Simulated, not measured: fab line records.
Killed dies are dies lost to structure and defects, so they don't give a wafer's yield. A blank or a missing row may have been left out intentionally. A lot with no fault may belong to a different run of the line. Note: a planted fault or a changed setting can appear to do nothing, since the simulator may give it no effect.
fab line records :: flow rit-cmos
record
  lots=5
  wafers=15
  last-day=6
route steps=202 shown PRETRO@64 GATE@75 M1@202
lots with no fault: from the same line, run without faults
start-h: hours from the record's first day to the start of the lot's first wafer shown :: wait-h: how many hours have passed since the lot's step before this one :: " unchanged from the row above :: L1.1+2: a single row standing in for several wafers :: - value missing, or start not given :: * or withheld: withheld :: < > ~ a bound
route shown NAME@n: names a module that has steps shown in the file, with the first one's number in the route :: usual: the fault-free wafers' mean and standard deviation :: same: alike in all rows :: chamber/n: place in a boat :: sites: per-site readings :: _std_site: standard deviation of those values :: _edge_site: mean of outer sites minus mean of inner sites :: radius-mm: for every site, how far away it sits from the centre of the wafer :: mask NAME#n: copy n :: behind: the last tool/chamber to shape the wafer :: hold: reason for holding the lot/hours on hold/outcome of the hold :: device: names the non-switching transistor (n, p or np) :: end of line: tests run on the same wafers once the route is complete :: for a step that has no rows: nothing shown but its recipe :: killed: dies that structure and defects cost at the first sort, which is not the same as the wafer's yield :: map: a wafer's dies, marking killed ones x, the rest . and places with no die _
set.NAME: the setting that was run; set.NAME@STEP: the one run at that earlier step :: model.NAME: the simulator's own value behind a step, which no gauge read
a table for each step, a row for each wafer; lots at some steps of the route
services: from which hour (start-h, from the record's first day; less than 0 if before it) a tool's chamber was out of use, for how many hours, and why
## steps
# step RIT_PRETRO_HMDS_00
# recipe
  prime-time-s=60
  prime-temp-c=140
# step RIT_PRETRO_COAT_01
# recipe
  resist=NOVOLAK
  spin-rpm=2000
  resist-thk-nm=1300
# step RIT_PRETRO_SOFTBAKE_02
# recipe
  resist=NOVOLAK
  temp-c=90
  time-s=60
# step RIT_PRETRO_EXPOSE_03
# recipe
  mask-id=M5
  na=0.57
  target-cd-nm=43700
  dose-mj=250
# step RIT_PRETRO_PEB_04
# recipe
  resist=NOVOLAK
  temp-c=withheld
  time-s=withheld
# step RIT_PRETRO_DEVELOP_05
# recipe
  resist=NOVOLAK
  develop-time-s=68
  dev-temp-c=23
# step RIT_PRETRO_OVL_MEAS_06
# usual
  PRETRO_OVL=1.1/1.4
lot.wafer: L891.2
tool: overlay-02
chamber: -
start-h: 41.75
wait-h: -
PRETRO_OVL[nm]: -0.8

lot.wafer: L891.4
tool: overlay-02
chamber: -
start-h: 41.75
wait-h: -
PRETRO_OVL[nm]: -1.4

lot.wafer: L891.5
tool: overlay-02
chamber: -
start-h: 41.75
wait-h: -
PRETRO_OVL[nm]: -1.2

lot.wafer: L893.1
tool: overlay-02
chamber: -
start-h: 51.72
wait-h: -
PRETRO_OVL[nm]: 1.8

lot.wafer: L893.2
tool: overlay-02
chamber: -
start-h: 51.72
wait-h: -
PRETRO_OVL[nm]: 1.7

lot.wafer: L893.5
tool: overlay-02
chamber: -
start-h: 51.72
wait-h: -
PRETRO_OVL[nm]: 3.7

lot.wafer: L896.1
tool: overlay-02
chamber: -
start-h: 67.43
wait-h: -
PRETRO_OVL[nm]: -0.5

lot.wafer: L896.3
tool: overlay-02
chamber: -
start-h: 67.43
wait-h: -
PRETRO_OVL[nm]: 1.6

lot.wafer: L896.6
tool: overlay-02
chamber: -
start-h: 67.43
wait-h: -
PRETRO_OVL[nm]: 2.9

lot.wafer: L904.2
tool: overlay-01
chamber: -
start-h: 107.82
wait-h: -
PRETRO_OVL[nm]: -0.7

lot.wafer: L904.4
tool: overlay-01
chamber: -
start-h: 107.82
wait-h: -
PRETRO_OVL[nm]: -1.8

lot.wafer: L904.6
tool: overlay-01
chamber: -
start-h: 107.82
wait-h: -
PRETRO_OVL[nm]: -0.4

lot.wafer: L907.2
tool: overlay-02
chamber: -
start-h: 121.46
wait-h: -
PRETRO_OVL[nm]: 2.3

lot.wafer: L907.3
tool: overlay-02
chamber: -
start-h: 121.46
wait-h: -
PRETRO_OVL[nm]: -0.3

lot.wafer: L907.4
tool: overlay-02
chamber: -
start-h: 121.46
wait-h: -
PRETRO_OVL[nm]: 0.8
# step RIT_PRETRO_HARDBAKE_07
# recipe
  resist=NOVOLAK
  temp-c=140
  time-s=120
# step RIT_PRETRO_IMPLANT_08
# recipe
  species=B
  energy-kev=45
  dose-cm2=1.215e+13
  tilt-deg=7
# step RIT_PRETRO_STRIP_09
# recipe
  chemistry=O2
  time-s=180
  resist=NOVOLAK
  platen-temp-c=withheld
  power-w=500
  pressure-mtorr=4000
  o2-flow-sccm=4000
# usual
  drypump-motor-current-A=5.7/0.31
lot.wafer: L891.2
tool: plasma-asher-03
chamber: 1
start-h: 42.18
wait-h: 0.1
drypump-motor-current-A: 5.7
rf-hours-counter-h: 42

lot.wafer: L891.4
tool: plasma-asher-03
chamber: 0
start-h: 42.18
wait-h: 0.1
drypump-motor-current-A: 5.8
rf-hours-counter-h: -

lot.wafer: L891.5
tool: plasma-asher-03
chamber: 0
start-h: 42.18
wait-h: 0.1
drypump-motor-current-A: 5.8
rf-hours-counter-h: -

lot.wafer: L893.1
tool: plasma-asher-04
chamber: 1
start-h: 52.15
wait-h: 0.1
drypump-motor-current-A: 6.0
rf-hours-counter-h: 38

lot.wafer: L893.2
tool: plasma-asher-04
chamber: 0
start-h: 52.15
wait-h: 0.1
drypump-motor-current-A: 5.1
rf-hours-counter-h: 38

lot.wafer: L893.5
tool: plasma-asher-04
chamber: 1
start-h: 52.15
wait-h: 0.1
drypump-motor-current-A: 6.0
rf-hours-counter-h: -

lot.wafer: L896.1
tool: plasma-asher-03
chamber: 1
start-h: 67.87
wait-h: 0.1
drypump-motor-current-A: 5.7
rf-hours-counter-h: 45

lot.wafer: L896.3
tool: plasma-asher-03
chamber: 0
start-h: 67.87
wait-h: 0.1
drypump-motor-current-A: 5.8
rf-hours-counter-h: -

lot.wafer: L896.6
tool: plasma-asher-03
chamber: 0
start-h: 67.87
wait-h: 0.1
drypump-motor-current-A: 5.8
rf-hours-counter-h: -

lot.wafer: L904.2
tool: plasma-asher-03
chamber: 0
start-h: 108.25
wait-h: 0.1
drypump-motor-current-A: 5.7
rf-hours-counter-h: 50

lot.wafer: L904.4
tool: plasma-asher-03
chamber: 1
start-h: 108.25
wait-h: 0.1
drypump-motor-current-A: 5.7
rf-hours-counter-h: -

lot.wafer: L904.6
tool: plasma-asher-03
chamber: 0
start-h: 108.25
wait-h: 0.1
drypump-motor-current-A: 5.8
rf-hours-counter-h: -

lot.wafer: L907.2
tool: plasma-asher-04
chamber: 1
start-h: 121.89
wait-h: 0.1
drypump-motor-current-A: 6.0
rf-hours-counter-h: 1

lot.wafer: L907.3
tool: plasma-asher-04
chamber: 1
start-h: 121.89
wait-h: 0.1
drypump-motor-current-A: 6.0
rf-hours-counter-h: -

lot.wafer: L907.4
tool: plasma-asher-04
chamber: 0
start-h: 121.89
wait-h: 0.1
drypump-motor-current-A: 5.1
rf-hours-counter-h: -
# step RIT_PRETRO_TW_MEAS_10
# usual
  PRETRO_TW=478/4
lot.wafer: L891.2
tool: film-metro-03
chamber: -
start-h: 42.36
wait-h: 0.1
PRETRO_TW: 481

lot.wafer: L891.4
tool: film-metro-03
chamber: -
start-h: 42.36
wait-h: 0.1
PRETRO_TW: 476

lot.wafer: L891.5
tool: film-metro-03
chamber: -
start-h: 42.36
wait-h: 0.1
PRETRO_TW: 480

lot.wafer: L893.1
tool: film-metro-02
chamber: -
start-h: 52.33
wait-h: 0.1
PRETRO_TW: 481

lot.wafer: L893.2
tool: film-metro-02
chamber: -
start-h: 52.33
wait-h: 0.1
PRETRO_TW: 486

lot.wafer: L893.5
tool: film-metro-02
chamber: -
start-h: 52.33
wait-h: 0.1
PRETRO_TW: 482

lot.wafer: L896.1
tool: film-metro-03
chamber: -
start-h: 68.04
wait-h: 0.1
PRETRO_TW: 477

lot.wafer: L896.3
tool: film-metro-03
chamber: -
start-h: 68.04
wait-h: 0.1
PRETRO_TW: 471

lot.wafer: L896.6
tool: film-metro-03
chamber: -
start-h: 68.04
wait-h: 0.1
PRETRO_TW: 474

lot.wafer: L904.2
tool: film-metro-01
chamber: -
start-h: 108.44
wait-h: 0.1
PRETRO_TW: 470

lot.wafer: L904.4
tool: film-metro-01
chamber: -
start-h: 108.44
wait-h: 0.1
PRETRO_TW: 470

lot.wafer: L904.6
tool: film-metro-01
chamber: -
start-h: 108.44
wait-h: 0.1
PRETRO_TW: 470

lot.wafer: L907.2
tool: film-metro-01
chamber: -
start-h: 122.08
wait-h: 0.1
PRETRO_TW: 475

lot.wafer: L907.3
tool: film-metro-01
chamber: -
start-h: 122.08
wait-h: 0.1
PRETRO_TW: 477

lot.wafer: L907.4
tool: film-metro-01
chamber: -
start-h: 122.08
wait-h: 0.1
PRETRO_TW: 476
# step RIT_GATE_WET_ETCH_00
# recipe
  chemistry=BOE
  target=SiO2
  target-depth-nm=56
  time-s=60
  dry=n2-spin
  dilution=10:1
  temp-c=21.5
# step RIT_GATE_CLEAN_01
# recipe
  chemistry=SC1
  mix=3:3:50
  time-s=600
  temp-c=75
# usual
  run-length-s=627/3.6
lot.wafer: L891.2
tool: wet-bench-04
chamber: 2
start-h: 42.44
wait-h: 0.0
run-length-s: 624

lot.wafer: L891.4
tool: wet-bench-04
chamber: 2
start-h: 42.44
wait-h: 0.0
run-length-s: 624

lot.wafer: L891.5
tool: wet-bench-04
chamber: 2
start-h: 42.44
wait-h: 0.0
run-length-s: 624

lot.wafer: L893.1
tool: wet-bench-01
chamber: 0
start-h: 52.42
wait-h: 0.0
run-length-s: 727

lot.wafer: L893.2
tool: wet-bench-01
chamber: 0
start-h: 52.42
wait-h: 0.0
run-length-s: 727

lot.wafer: L893.5
tool: wet-bench-01
chamber: 0
start-h: 52.42
wait-h: 0.0
run-length-s: 727

lot.wafer: L896.1
tool: wet-bench-04
chamber: 3
start-h: 68.13
wait-h: 0.0
run-length-s: 625

lot.wafer: L896.3
tool: wet-bench-04
chamber: 3
start-h: 68.13
wait-h: 0.0
run-length-s: 625

lot.wafer: L896.6
tool: wet-bench-04
chamber: 3
start-h: 68.13
wait-h: 0.0
run-length-s: 625

lot.wafer: L904.2
tool: wet-bench-04
chamber: 0
start-h: 108.52
wait-h: 0.0
run-length-s: 633

lot.wafer: L904.4
tool: wet-bench-04
chamber: 0
start-h: 108.52
wait-h: 0.0
run-length-s: 633

lot.wafer: L904.6
tool: wet-bench-04
chamber: 0
start-h: 108.52
wait-h: 0.0
run-length-s: 633

lot.wafer: L907.2
tool: wet-bench-01
chamber: 0
start-h: 122.15
wait-h: 0.0
run-length-s: 627

lot.wafer: L907.3
tool: wet-bench-01
chamber: 0
start-h: 122.15
wait-h: 0.0
run-length-s: 627

lot.wafer: L907.4
tool: wet-bench-01
chamber: 0
start-h: 122.15
wait-h: 0.0
run-length-s: 627
# step RIT_GATE_CLEAN_02
# recipe
  chemistry=dHF
  dilution=50:1
  time-s=30
# step RIT_M1_PROBE_99
# usual
  killed_at_M0_to_M3=0.0/0.14
  killed-at-contacts=0.1/0.26
  killed-at-front-end=7/3.2
  killed-dies=7/3.2
  killed-open=3.2/2.1
  killed-short=3.7/2.1
# same
  gross-dies=264
  killed_at_M4_up=0
  killed-at-back-side=0
  killed-at-other=0
lot.wafer: L891.2
tool: prober-02
chamber: -
start-h: 69.26
wait-h: 0.1
killed_at_M0_to_M3: 0
killed-at-contacts: 0
killed-at-front-end: 3
killed-dies: 3
killed-open: 1
killed-short: 2

lot.wafer: L891.4
tool: prober-02
chamber: -
start-h: 69.36
wait-h: 0.2
killed_at_M0_to_M3: 0
killed-at-contacts: 0
killed-at-front-end: 11
killed-dies: 11
killed-open: 3
killed-short: 7

lot.wafer: L891.5
tool: prober-02
chamber: -
start-h: 69.41
wait-h: 0.2
killed_at_M0_to_M3: 0
killed-at-contacts: 0
killed-at-front-end: 8
killed-dies: 8
killed-open: 5
killed-short: 3

lot.wafer: L893.1
tool: prober-02
chamber: -
start-h: 77.69
wait-h: 0.1
killed_at_M0_to_M3: 0
killed-at-contacts: 0
killed-at-front-end: 3
killed-dies: 3
killed-open: 1
killed-short: 2

lot.wafer: L893.2
tool: prober-02
chamber: -
start-h: 77.74
wait-h: 0.1
killed_at_M0_to_M3: 0
killed-at-contacts: 0
killed-at-front-end: 5
killed-dies: 5
killed-open: 3
killed-short: 2

lot.wafer: L893.5
tool: prober-02
chamber: -
start-h: 77.89
wait-h: 0.2
killed_at_M0_to_M3: 0
killed-at-contacts: 0
killed-at-front-end: 5
killed-dies: 5
killed-open: 3
killed-short: 2

lot.wafer: L896.1
tool: prober-01
chamber: -
start-h: 96.31
wait-h: 0.1
killed_at_M0_to_M3: 0
killed-at-contacts: 0
killed-at-front-end: 8
killed-dies: 8
killed-open: 2
killed-short: 6

lot.wafer: L896.3
tool: prober-01
chamber: -
start-h: 96.41
wait-h: 0.2
killed_at_M0_to_M3: 0
killed-at-contacts: 0
killed-at-front-end: 3
killed-dies: 3
killed-open: 2
killed-short: 1

lot.wafer: L896.6
tool: prober-01
chamber: -
start-h: 96.56
wait-h: 0.2
killed_at_M0_to_M3: 0
killed-at-contacts: 0
killed-at-front-end: 7
killed-dies: 7
killed-open: 3
killed-short: 4

lot.wafer: L904.2
tool: prober-01
chamber: -
start-h: 134.99
wait-h: 0.1
killed_at_M0_to_M3: 0
killed-at-contacts: 0
killed-at-front-end: 8
killed-dies: 8
killed-open: 5
killed-short: 3

lot.wafer: L904.4
tool: prober-01
chamber: -
start-h: 135.09
wait-h: 0.2
killed_at_M0_to_M3: 0
killed-at-contacts: 0
killed-at-front-end: 12
killed-dies: 12
killed-open: 7
killed-short: 5

lot.wafer: L904.6
tool: prober-01
chamber: -
start-h: 135.19
wait-h: 0.2
killed_at_M0_to_M3: 1
killed-at-contacts: 0
killed-at-front-end: 8
killed-dies: 9
killed-open: 3
killed-short: 6

lot.wafer: L907.2
tool: prober-02
chamber: -
start-h: 148.68
wait-h: 0.1
killed_at_M0_to_M3: 0
killed-at-contacts: 0
killed-at-front-end: 4
killed-dies: 4
killed-open: 0
killed-short: 4

lot.wafer: L907.3
tool: prober-02
chamber: -
start-h: 148.73
wait-h: 0.2
killed_at_M0_to_M3: 0
killed-at-contacts: 1
killed-at-front-end: 7
killed-dies: 8
killed-open: 4
killed-short: 4

lot.wafer: L907.4
tool: prober-02
chamber: -
start-h: 148.78
wait-h: 0.2
killed_at_M0_to_M3: 0
killed-at-contacts: 0
killed-at-front-end: 7
killed-dies: 7
killed-open: 2
killed-short: 5
# killed by level:class
L891.2 GATE:geometric-particle:short=1 GATE:geometric-particle:open=1 SPACER:geometric-particle:short=1
L891.4 GATE:geometric-particle:open=3 FOX2:geometric-particle:short=2 GATE:geometric-particle:short=2 FOX1:geometric-particle:short=1 SPACER:geometric-particle:short=1 SILICIDE:geometric-particle:short=1 GATE:coat-microbubble-printed=1
L891.5 GATE:geometric-particle:open=2 GATE:geometric-particle:short=2 REOX:geometric-particle:short=1 REOX:geometric-particle:open=1 SPACER:geometric-particle:open=1 SILICIDE:geometric-particle:open=1
L893.1 GATE:geometric-particle:short=2 GATE:geometric-particle:open=1
L893.2 SPACER:geometric-particle:open=2 GATE:geometric-particle:short=1 GATE:geometric-particle:open=1 SILICIDE:geometric-particle:short=1
L893.5 SPACER:geometric-particle:open=2 FOX1:geometric-particle:short=1 GATE:geometric-particle:open=1 SPACER:geometric-particle:short=1
L896.1 FOX2:geometric-particle:short=2 GATE:geometric-particle:short=2 FOX2:geometric-particle:open=1 GATE:geometric-particle:open=1 REOX:geometric-particle:short=1 SPACER:geometric-particle:short=1
L896.3 FOX1:geometric-particle:open=1 SPACER:geometric-particle:short=1 SILICIDE:geometric-particle:open=1
L896.6 REOX:geometric-particle:short=2 FOX1:geometric-particle:short=1 FOX2:geometric-particle:open=1 GATE:geometric-particle:open=1 REOX:geometric-particle:open=1 SILICIDE:geometric-particle:short=1
L904.2 SILICIDE:geometric-particle:open=3 FOX1:geometric-particle:short=2 FOX1:geometric-particle:open=1 GATE:geometric-particle:open=1 SILICIDE:geometric-particle:short=1
L904.4 GATE:geometric-particle:open=3 FOX1:geometric-particle:open=2 FOX1:geometric-particle:short=2 REOX:geometric-particle:open=2 GATE:geometric-particle:short=1 SPACER:geometric-particle:short=1 SILICIDE:geometric-particle:short=1
L904.6 GATE:geometric-particle:short=2 SPACER:geometric-particle:short=2 FOX2:geometric-particle:open=1 REOX:geometric-particle:open=1 REOX:geometric-particle:short=1 SPACER:geometric-particle:open=1 M1:geometric-particle:short=1
L907.2 GATE:geometric-particle:short=2 ACTIVE:geometric-particle:short=1 SPACER:geometric-particle:short=1
L907.3 GATE:geometric-particle:short=3 GATE:geometric-particle:open=2 REOX:geometric-particle:open=1 SPACER:geometric-particle:short=1 CONTACT:geometric-particle:open=1
L907.4 GATE:geometric-particle:short=4 GATE:geometric-particle:open=1 REOX:geometric-particle:short=1 SILICIDE:geometric-particle:open=1
## services
tool: wet-bench-04
chamber: -
start-h: 93.48
hours: 7.8
kind: repair

tool: plasma-asher-04
chamber: -
start-h: 108.92
hours: 9.0
kind: pm

tool: plasma-asher-04
chamber: 0
start-h: 108.92
hours: 9.0
kind: vent-cycle

tool: plasma-asher-04
chamber: 1
start-h: 108.92
hours: 9.0
kind: vent-cycle

tool: plasma-asher-04
chamber: 0
start-h: 117.92
hours: -
kind: clean

tool: plasma-asher-04
chamber: 1
start-h: 117.92
hours: -
kind: clean
## key
first-sign
  step=RIT_GATE_CLEAN_01
  reading=run-length-s
  direction=up
  sigmas=28
  usual=*
  struck=*
effect none on later readings
met-at RIT_GATE_CLEAN_01
struck-wafers L893.1,L893.2,L893.5
tester-left-out L893
fault
  kind=process-parameter-drift
  tool=wet-bench-01
  chamber=0
  onset-h=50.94
  steps=RIT_GATE_CLEAN_01
  channel=time-s
  offset=*
  shape=step
  end-h=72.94
  acts-in=*
  stated=*
# tester-left-out: of these lots the tester's yield and bins aren't shown, on N5 and GAA mostly nor the transistor test; their killed dies are dies lost to structure and defects alone, not to doping, threshold or leakage, so they don't give the yield
